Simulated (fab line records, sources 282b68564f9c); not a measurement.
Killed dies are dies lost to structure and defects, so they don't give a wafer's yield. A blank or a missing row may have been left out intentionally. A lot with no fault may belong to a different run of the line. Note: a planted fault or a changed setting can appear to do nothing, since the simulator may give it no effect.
Which tool was responsible? || flow ritCmos || 14 lots, 42 wafers sampled, at 1 step of a route of 202

== WHAT EACH GAUGE READ, for each wafer ==
The record lacks any reading of a measuring or inspecting step that a usual standard deviation could be used to judge.

== TOOL THAT RAN EACH LOT (tool first, then ch and the chambers of the sampled wafers, then the start) ==
{"lot": "L454", "RIT_SDANNEAL_CLEAN_01": "wetBench-03 ch 3, day 3 10:13"}
{"lot": "L455", "RIT_SDANNEAL_CLEAN_01": "wetBench-03 ch 1, day 3 15:01"}
{"lot": "L456", "RIT_SDANNEAL_CLEAN_01": "wetBench-02 ch 1, day 3 18:39"}
{"lot": "L457", "RIT_SDANNEAL_CLEAN_01": "wetBench-04 ch 0, day 4 01:46"}
{"lot": "L458", "RIT_SDANNEAL_CLEAN_01": "wetBench-02 ch 3, day 4 05:34"}
{"lot": "L460", "RIT_SDANNEAL_CLEAN_01": "wetBench-02 ch 2, day 4 19:20"}
{"lot": "L462", "RIT_SDANNEAL_CLEAN_01": "wetBench-02 ch 2, day 4 22:34"}
{"lot": "L465", "RIT_SDANNEAL_CLEAN_01": "wetBench-03 ch 3, day 5 15:22"}
{"lot": "L466", "RIT_SDANNEAL_CLEAN_01": "wetBench-02 ch 1, day 5 22:56"}
{"lot": "L468", "RIT_SDANNEAL_CLEAN_01": "wetBench-03 ch 2, day 6 05:43"}
{"lot": "L469", "RIT_SDANNEAL_CLEAN_01": "wetBench-04 ch 0, day 6 07:33"}
{"lot": "L471", "RIT_SDANNEAL_CLEAN_01": "wetBench-04 ch 2, day 6 22:03"}
{"lot": "L476", "RIT_SDANNEAL_CLEAN_01": "wetBench-02 ch 1, day 7 20:27"}
{"lot": "L477", "RIT_SDANNEAL_CLEAN_01": "wetBench-02 ch 0, day 8 02:32"}
- RIT_SDANNEAL_CLEAN_01: cleans in dHF, time 30 s.

== AS READ BY THE TOOLS THEMSELVES (means over the sampled wafers that have a number; for cases with no such wafer, the mark the record gives instead) ==
RIT_SDANNEAL_CLEAN_01. Usual: runLengthS at 59.0 s, with a standard deviation of 2.7.
{"lot": "L454", "tool": "wetBench-03", "runLengthS (s)": 56.2, "flag": ""}
{"lot": "L455", "tool": "wetBench-03", "runLengthS (s)": 58.2, "flag": ""}
{"lot": "L456", "tool": "wetBench-02", "runLengthS (s)": 61.9, "flag": ""}
{"lot": "L457", "tool": "wetBench-04", "runLengthS (s)": 55.4, "flag": ""}
{"lot": "L458", "tool": "wetBench-02", "runLengthS (s)": 60.7, "flag": ""}
{"lot": "L460", "tool": "wetBench-02", "runLengthS (s)": 60.6, "flag": ""}
{"lot": "L462", "tool": "wetBench-02", "runLengthS (s)": 60.4, "flag": ""}
{"lot": "L465", "tool": "wetBench-03", "runLengthS (s)": 177.1, "flag": "OFF"}
{"lot": "L466", "tool": "wetBench-02", "runLengthS (s)": 64.1, "flag": ""}
{"lot": "L468", "tool": "wetBench-03", "runLengthS (s)": 180.8, "flag": "OFF"}
{"lot": "L469", "tool": "wetBench-04", "runLengthS (s)": 62.5, "flag": ""}
{"lot": "L471", "tool": "wetBench-04", "runLengthS (s)": 62.8, "flag": ""}
{"lot": "L476", "tool": "wetBench-02", "runLengthS (s)": 56.7, "flag": ""}
{"lot": "L477", "tool": "wetBench-02", "runLengthS (s)": 57.5, "flag": ""}

== THE ANSWER, worked out from the rows above alone ==
Rule: lot off if the mean of its wafers having a number is beyond 3 standard deviations from the usual mean. Also off: a lot with no number at a reading for which 4 or more lots have one. All remaining lots with rows at the step are treated as sound. Order of review: gauges by route order, followed by the tools' own readings, for which a lot's mean as printed above is used. At the first step where some lot is off, the reading lying furthest off is the one used; lots without a number count as furthest.
Off at RIT_SDANNEAL_CLEAN_01 (runLengthS): L465, L468.
A tool fits if, at that step or a process step before it, it ran every lot that is off, and no sound lot after the first of them. One fits: RIT_SDANNEAL_CLEAN_01 on wetBench-03. A fault onset in the window from L455 (day 3 15:01, its last sound lot) to L465 (day 5 15:22, its first lot off) fits.
On the lots that are off, the tool's own readings at RIT_SDANNEAL_CLEAN_01 differ by more than 5 times the standard deviation of the sound lots' means, which bears it out; runLengthS reads 178.9 s there versus 59.8 s on the sound lots.

== WHAT THE SIMULATOR PUT IN ==
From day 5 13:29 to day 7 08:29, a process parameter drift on wetBench-03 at RIT_SDANNEAL_CLEAN_01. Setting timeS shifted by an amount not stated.
Shown lots that were struck: L465, L468. The rule above found the same.
